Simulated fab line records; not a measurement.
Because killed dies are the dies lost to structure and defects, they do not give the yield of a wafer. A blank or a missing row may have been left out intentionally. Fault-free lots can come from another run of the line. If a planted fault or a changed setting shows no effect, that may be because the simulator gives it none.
fab line records | flow berkeley_cmos170
record: lots: 13 wafers: 37 last_day: 12
route steps=331 shown ACTIVE@66 PSD@206 M3@310
lots that met no fault: from a run of the same line without faults
start_h: start of the lot's first displayed wafer, in hours after the record's first day | wait_h: how many hours have passed since the lot's step before this one | " identical to the entry in the row above | L1.1+2: several wafers, shown together as one row | - no value, or no start given | * or withheld: withheld | < > ~ a bound
route shown NAME@n: names a module that has steps shown in the file, with the first one's number in the route | usual: the fault-free wafers' mean and standard deviation | same: alike in all rows | chamber/n: place in a boat | sites: each site's reading | _std_site: standard deviation of those values | _edge_site: outer sites' mean less inner sites' | radius_mm: for every site, how far away it sits from the centre of the wafer | mask NAME#n: copy n | behind: the tool/chamber that last shaped the wafer | hold: cause of the lot's hold/its duration in hours/its outcome | device: whichever transistor did not switch (one of n, p or np) | end of line: the same wafers' tests at the end of the route | step lacking rows: just its recipe | killed: the dies lost at the first sort to structure and to defects; this is not the yield of the wafer | map: dies across one wafer; x = killed, . = not, _ = none there
set.NAME: setting as actually run; set.NAME@STEP: the setting as run at that earlier step | model.NAME: the simulator's own value behind a step, which no gauge read
a sample of lots followed through the steps of the route, with each step as a table and each wafer as a row
services: a tool's chamber out of use, with start hour (start_h, from the record's first day; less than 0 if before it), hours out, and reason
== steps ==
step: UCB170_ACTIVE_THK_MEAS_06
recipe: reads: Si3N4_of_ACTIVE_CVD_05
usual: ACTIVE_NITRIDE_THK: 219.9/2.3
columns lot.wafer tool chamber start_h wait_h ACTIVE_NITRIDE_THK[nm]
L612.1 film_metro-01 - 102.14 0.0 218.4
L612.2 " - " " 216.5
L612.4 " - " " 217.6
L614.3 film_metro-02 - 102.16 0.0 220.5
L614.4 " - " " 221.3
L614.6 " - " " 221.6
L615.1 film_metro-04 - 112.85 0.0 217.7
L615.2 " - " " 219.7
L615.4 " - " " 217.1
L617.1 film_metro-02 - 112.85 0.0 223.5
L617.5 " - " " 221.3
L617.6 " - " " 223.1
L618.2 film_metro-02 - 125.30 0.0 215.0
L618.4 " - " " 217.3
L618.6 " - " " 217.5
L619.2 film_metro-04 - 125.30 0.0 221.7
L619.4 " - " " 221.3
L619.5 " - " " 222.3
L620.1 film_metro-04 - 137.59 0.0 218.8
L620.4 " - " " 220.2
L620.6 " - " " 220.9
L621.1 film_metro-02 - 137.59 0.0 219.0
L621.5 " - " " 219.1
L621.6 " - " " 221.4
L622.2 film_metro-04 - 145.18 0.0 221.6
L622.4 " - " " 221.5
L622.6 " - " " 221.7
L626.1 film_metro-04 - 159.30 0.0 217.5
L626.3 " - " " 218.7
L626.5 " - " " 217.1
L625.3 film_metro-02 - 159.32 0.0 218.6
L625.4 " - " " 218.9
L625.6 " - " " 217.2
L634.2 film_metro-02 - 192.21 0.1 225.0
L634.3 " - " " 228.0
L634.4 " - " " 226.0
L632.5 film_metro-04 - 192.24 0.1 219.7
step: UCB170_SDANNEAL_RS_MEAS_02
recipe: thk_meas_gauge: four-point-probe
usual: PSD_RS: 75.5/0.32
columns lot.wafer tool chamber start_h wait_h PSD_RS[ohm/sq]
L614.3 film_metro-02 - 172.27 0.1 75.2
L614.4 " - " " 74.6
L614.6 " - " " 75.1
L612.1 film_metro-01 - 172.68 0.0 74.9
L612.2 " - " " 74.9
L612.4 " - " " 74.6
L617.1 film_metro-02 - 182.18 0.0 75.5
L617.5 " - " " 75.7
L617.6 " - " " 75.7
L615.1 film_metro-04 - 182.50 0.0 75.7
L615.2 " - " " 75.7
L615.4 " - " " 75.7
L619.2 film_metro-01 - 198.37 0.1 75.4
L619.4 " - " " 75.5
L619.5 " - " " 75.3
L618.2 film_metro-02 - 199.56 0.1 75.1
L618.4 " - " " 75.4
L618.6 " - " " 75.7
L620.1 film_metro-02 - 206.86 0.0 75.6
L620.4 " - " " 75.4
L620.6 " - " " 75.5
L621.1 film_metro-04 - 207.00 0.0 75.4
L621.5 " - " " 75.2
L621.6 " - " " 75.3
L622.2 film_metro-04 - 216.88 0.4 75.5
L622.4 " - " " 75.3
L622.6 " - " " 75.2
L625.3 film_metro-04 - 226.31 0.1 75.7
L625.4 " - " " 75.9
L625.6 " - " " 75.7
L626.1 film_metro-02 - 226.74 0.0 75.4
L626.3 " - " " 75.5
L626.5 " - " " 75.2
L634.2 film_metro-04 - 269.83 0.1 75.5
L634.3 " - " " 75.4
L634.4 " - " " 75.5
L632.5 film_metro-02 - 270.37 0.1 75.2
step: UCB170_M3_SPUTTER_01
recipe: material: Al target_thk_nm: 900 time_s: 120 power_w: 6000 chamber_pressure_pa: 0.5
usual: throttle_valve_pct: 30.0/1.1
columns lot.wafer tool chamber start_h wait_h throttle_valve_pct
L612.1 pvd_sputter-01 - 195.44 0.0 31.6
L612.2 " - " " 30.7
L612.4 " - " " 28.6
L614.3 pvd_sputter-04 - 197.39 0.0 30.7
L614.4 " - " " 28.6
L614.6 " - " " 30.7
L615.1 pvd_sputter-04 - 202.49 0.0 29.5
L615.2 " - " " 28.7
L615.4 " - " " 30.7
L617.1 pvd_sputter-03 - 202.61 0.0 28.5
L617.5 " - " " 30.4
L617.6 " - " " 29.3
L619.2 pvd_sputter-03 - 216.33 0.0 28.5
L619.4 " - " " 28.6
L619.5 " - " " 31.2
L618.2 pvd_sputter-01 - 216.61 0.0 30.5
L618.4 " - " " 30.2
L618.6 " - " " 28.5
L620.1 pvd_sputter-03 - 224.26 0.0 29.5
L620.4 " - " " 28.3
L620.6 " - " " 31.4
L621.1 pvd_sputter-01 - 225.50 0.0 31.6
L621.5 " - " " 30.6
L621.6 " - " " 32.0
L622.2 pvd_sputter-04 - 240.20 0.0 28.2
L622.4 " - " " 30.8
L622.6 " - " " 29.7
L625.3 pvd_sputter-01 - 244.29 0.0 31.8
L625.4 " - " " 30.1
L625.6 " - " " 30.0
L626.1 pvd_sputter-03 - 246.15 0.0 28.6
L626.3 " - " " 29.6
L626.5 " - " " 31.3
L634.2 pvd_sputter-03 - 289.03 0.0 28.3
L634.3 " - " " 29.4
L634.4 " - " " 31.2
L632.5 pvd_sputter-01 - 290.77 0.0 30.8
step: UCB170_M3_RS_MEAS_02
recipe: thk_meas_gauge: four-point-probe reads: Al_of_M3_SPUTTER_01
usual: M3_AL_RS: 0.0322/0.00044
columns lot.wafer tool chamber start_h wait_h M3_AL_RS[ohm/sq]
L612.1 film_metro-01 - 195.53 0.0 0.0322
L612.2 " - " " 0.0322
L612.4 " - " " 0.0320
L614.3 film_metro-01 - 197.52 0.1 0.0320
L614.4 " - " " 0.0314
L614.6 " - " " 0.0321
L615.1 film_metro-01 - 202.57 0.0 0.0310
L615.2 " - " " 0.0316
L615.4 " - " " 0.0318
L617.1 film_metro-04 - 202.69 0.0 0.0323
L617.5 " - " " 0.0322
L617.6 " - " " 0.0324
L619.2 film_metro-02 - 216.80 0.4 0.0322
L619.4 " - " " 0.0320
L619.5 " - " " 0.0327
L618.2 film_metro-02 - 216.98 0.3 0.0321
L618.4 " - " " 0.0318
L618.6 " - " " 0.0322
L620.1 film_metro-04 - 224.34 0.0 0.0327
L620.4 " - " " 0.0326
L620.6 " - " " 0.0333
L621.1 film_metro-02 - 225.58 0.0 0.0326
L621.5 " - " " 0.0330
L621.6 " - " " 0.0328
L622.2 film_metro-02 - 240.31 0.1 0.0312
L622.4 " - " " 0.0319
L622.6 " - " " 0.0321
L625.3 film_metro-04 - 244.42 0.1 0.0321
L625.4 " - " " 0.0319
L625.6 " - " " 0.0318
L626.1 film_metro-01 - 246.23 0.0 0.0322
L626.3 " - " " 0.0321
L626.5 " - " " 0.0324
L634.2 film_metro-04 - 289.14 0.1 0.0321
L634.3 " - " " 0.0322
L634.4 " - " " 0.0325
L632.5 film_metro-04 - 290.89 0.1 0.0234
step: UCB170_M3_THK_MEAS_03
recipe: thk_meas_gauge: xrf reads: Al_of_M3_SPUTTER_01
usual: M3_AL_THK: 876/13
columns lot.wafer tool chamber start_h wait_h M3_AL_THK[nm]
L612.1 film_metro-01 - 195.65 0.1 880
L612.2 " - " " 879
L612.4 " - " " 882
L614.3 film_metro-01 - 197.62 0.1 884
L614.4 " - " " 897
L614.6 " - " " 880
L615.1 film_metro-01 - 202.69 0.1 909
L615.2 " - " " 895
L615.4 " - " " 884
L617.1 film_metro-04 - 202.81 0.1 881
L617.5 " - " " 879
L617.6 " - " " 875
L619.2 film_metro-02 - 216.91 0.1 878
L619.4 " - " " 880
L619.5 " - " " 863
L618.2 film_metro-02 - 217.09 0.1 880
L618.4 " - " " 886
L618.6 " - " " 882
L620.1 film_metro-04 - 224.46 0.1 858
L620.4 " - " " 862
L620.6 " - " " 847
L621.1 film_metro-02 - 225.70 0.1 868
L621.5 " - " " 858
L621.6 " - " " 863
L622.2 film_metro-02 - 240.42 0.1 911
L622.4 " - " " 892
L622.6 " - " " 885
L625.3 film_metro-04 - 244.52 0.1 880
L625.4 " - " " 881
L625.6 " - " " 890
L626.1 film_metro-01 - 246.35 0.1 876
L626.3 " - " " 875
L626.5 " - " " 869
L634.2 film_metro-04 - 289.25 0.1 881
L634.3 " - " " 875
L634.4 " - " " 861
L632.5 film_metro-04 - 290.97 0.1 1202
step: UCB170_M3_METAL_ETCH_18
recipe: chemistry: Cl2/BCl3 target: Al stop_on: SiO2 pressure_mtorr: 12 target_depth_a: 11700 over_etch_frac: 0.3 time_s: 195 icp_w: 600 bias_w: 120 Cl2_flow_sccm: 90 bcl3_flow_sccm: 45
usual: chamber_pressure_mTorr: 12.001/0.012 drypump_motor_current_A: 5.7/0.39 oes_product_au: 0.853/0.011 throttle_valve_pct: 24.34/0.18
same: over_etch_frac: 0.3
columns lot.wafer tool chamber start_h wait_h chamber_pressure_mTorr drypump_motor_current_A oes_product_au rf_hours_counter_h throttle_valve_pct
L612.1 rie_metal-02 0 199.00 - 11.989 5.8 0.863 1 24.32
L612.2 " 1 " " 11.979 5.9 0.832 9 24.41
L612.4 " 0 " " 11.989 5.9 0.860 - 24.32
L614.3 rie_metal-02 1 200.96 - 11.996 6.0 0.853 - 24.43
L614.4 " 0 " " 12.015 5.8 0.874 - 24.33
L614.6 " 1 " " 11.978 5.9 0.842 - 24.44
L615.1 rie_metal-01 0 205.06 - 12.000 6.4 0.862 9 24.20
L615.2 " 0 " " 12.014 6.3 0.847 - 24.22
L615.4 " 0 " " 12.004 6.4 0.853 - 24.22
L617.1 rie_metal-03 1 205.31 - 12.036 5.2 0.853 3 24.62
L617.5 " 1 " " 11.998 5.2 0.849 - 24.63
L617.6 " 0 " " 11.995 5.4 0.865 - 24.14
L619.2 rie_metal-02 0 218.73 - 11.999 5.8 0.862 1 24.32
L619.4 " 1 " " 12.007 5.9 0.849 - 24.43
L619.5 " 1 " " 12.018 5.9 0.827 - 24.43
L618.2 rie_metal-03 0 219.17 - 12.017 5.3 0.858 5 24.15
L618.4 " 1 " " 12.008 5.2 0.855 - 24.64
L618.6 " 1 " " 12.009 5.2 0.853 - 24.61
L620.1 rie_metal-03 1 226.82 - 11.999 5.2 0.841 3 24.64
L620.4 " 0 " " 11.995 5.3 0.855 - 24.15
L620.6 " 0 " " 12.015 5.4 0.849 - 24.16
L621.1 rie_metal-01 0 228.37 - 12.002 6.4 0.840 10 24.22
L621.5 " 0 " " 11.996 6.3 0.831 - 24.24
L621.6 " 0 " " 12.000 6.3 0.838 - 24.24
L622.2 rie_metal-02 0 242.47 - 12.020 5.8 0.883 2 24.32
L622.4 " 1 " " 12.008 5.9 0.841 - 24.45
L622.6 " 1 " " 12.029 5.9 0.846 - 24.43
L625.3 rie_metal-02 1 246.51 - 11.990 5.9 0.838 - 24.43
L625.4 " 0 " " 12.013 5.8 0.864 - 24.33
L625.6 " 0 " " 12.004 5.8 0.871 - 24.32
L626.1 rie_metal-03 1 249.06 - 12.009 5.2 0.859 4 24.63
L626.3 " 0 " " 12.002 5.3 0.860 - 24.15
L626.5 " 0 " " 11.992 5.3 0.854 - 24.14
L634.2 rie_metal-02 1 291.75 - 12.015 5.9 0.849 12 24.43
L634.3 " 1 " " 11.988 5.9 0.842 - 24.44
L634.4 " 0 " " 11.999 5.8 0.861 - 24.32
L632.5 rie_metal-03 0 294.05 - 11.995 5.3 0.966 - 24.10
step: UCB170_M3_BOW_MEAS_20
recipe: mode: bow
usual: M3_BOW: 33/7.1
columns lot.wafer tool chamber start_h wait_h M3_BOW[um]
L612.1 film_metro-01 - 199.41 0.1 28
L612.2 " - " " 30
L612.4 " - " " 25
L614.3 film_metro-04 - 201.44 0.1 31
L614.4 " - " " 32
L614.6 " - " " 33
L615.1 film_metro-02 - 205.65 0.1 35
L615.2 " - " " 40
L615.4 " - " " 42
L617.1 film_metro-01 - 205.75 0.1 40
L617.5 " - " " 37
L617.6 " - " " 25
L619.2 film_metro-02 - 219.15 0.1 26
L619.4 " - " " 30
L619.5 " - " " 32
L618.2 film_metro-04 - 219.60 0.1 30
L618.4 " - " " 29
L618.6 " - " " 48
L620.1 film_metro-04 - 227.22 0.1 20
L620.4 " - " " 26
L620.6 " - " " 19
L621.1 film_metro-02 - 228.96 0.1 34
L621.5 " - " " 30
L621.6 " - " " 21
L622.2 film_metro-01 - 242.90 0.1 25
L622.4 " - " " 21
L622.6 " - " " 30
L625.3 film_metro-02 - 246.90 0.1 39
L625.4 " - " " 37
L625.6 " - " " 36
L626.1 film_metro-04 - 249.60 0.1 30
L626.3 " - " " 40
L626.5 " - " " 38
L634.2 film_metro-04 - 292.23 0.1 35
L634.3 " - " " 27
L634.4 " - " " 16
L632.5 film_metro-02 - 294.53 0.1 20
== services ==
columns tool chamber start_h hours kind
rie_metal-03 - 182.22 0.5 repair
pvd_sputter-03 - 191.94 6.4 repair
rie_metal-01 1 197.06 - clean
rie_metal-01 1 197.06 33.3 scheduled_down
rie_metal-01 1 197.06 33.3 vent_cycle
pvd_sputter-01 - 197.66 15.2 repair
rie_metal-02 - 213.55 2.8 pm
rie_metal-01 0 221.87 4.9 repair
pvd_sputter-03 - 232.29 2.1 repair
rie_metal-01 1 272.68 4.1 repair
== key ==
first_sign: step: UCB170_M3_RS_MEAS_02 reading: M3_AL_RS direction: down sigmas: 20 usual: 0.0322 struck: 0.0234
effect: step: UCB170_M3_THK_MEAS_03 reading: M3_AL_THK direction: up sigmas: 25 usual: 876 struck: 1202
effect: step: UCB170_M3_METAL_ETCH_18 reading: oes_product_au direction: up sigmas: 10 usual: 0.853 struck: 0.966
met_at UCB170_M3_SPUTTER_01
struck_lots L632
struck_wafers L632.5
sort_left_out L632.5
tester_left_out L632
not_acting_at UCB170_ACTIVE_THK_MEAS_06,UCB170_SDANNEAL_RS_MEAS_02,UCB170_M3_BOW_MEAS_20
onset_between 225.50 290.77
also_fits time
earlier_fault: kind: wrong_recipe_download tool: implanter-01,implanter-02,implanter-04 chamber: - onset_h: 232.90 steps: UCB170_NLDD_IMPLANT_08 wrong_recipe.not_listed: 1
fault: kind: process_parameter_drift tool: pvd_sputter-01 chamber: - onset_h: 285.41 steps: UCB170_M3_SPUTTER_01 channel: target_thk_nm offset: 339.58 shape: step acts_in: these_recipes_only stated: 900 scope: struck_wafers_only
tester_left_out: of these lots the tester's yield and bins aren't shown, on N5 and GAA mostly nor the transistor test; their killed dies are dies lost to structure and defects alone, not to doping, threshold or leakage, so they don't give the yield
sort_left_out: the simulated sort isn't trusted on such a fault, so these wafers' sort isn't shown, and their yield isn't known
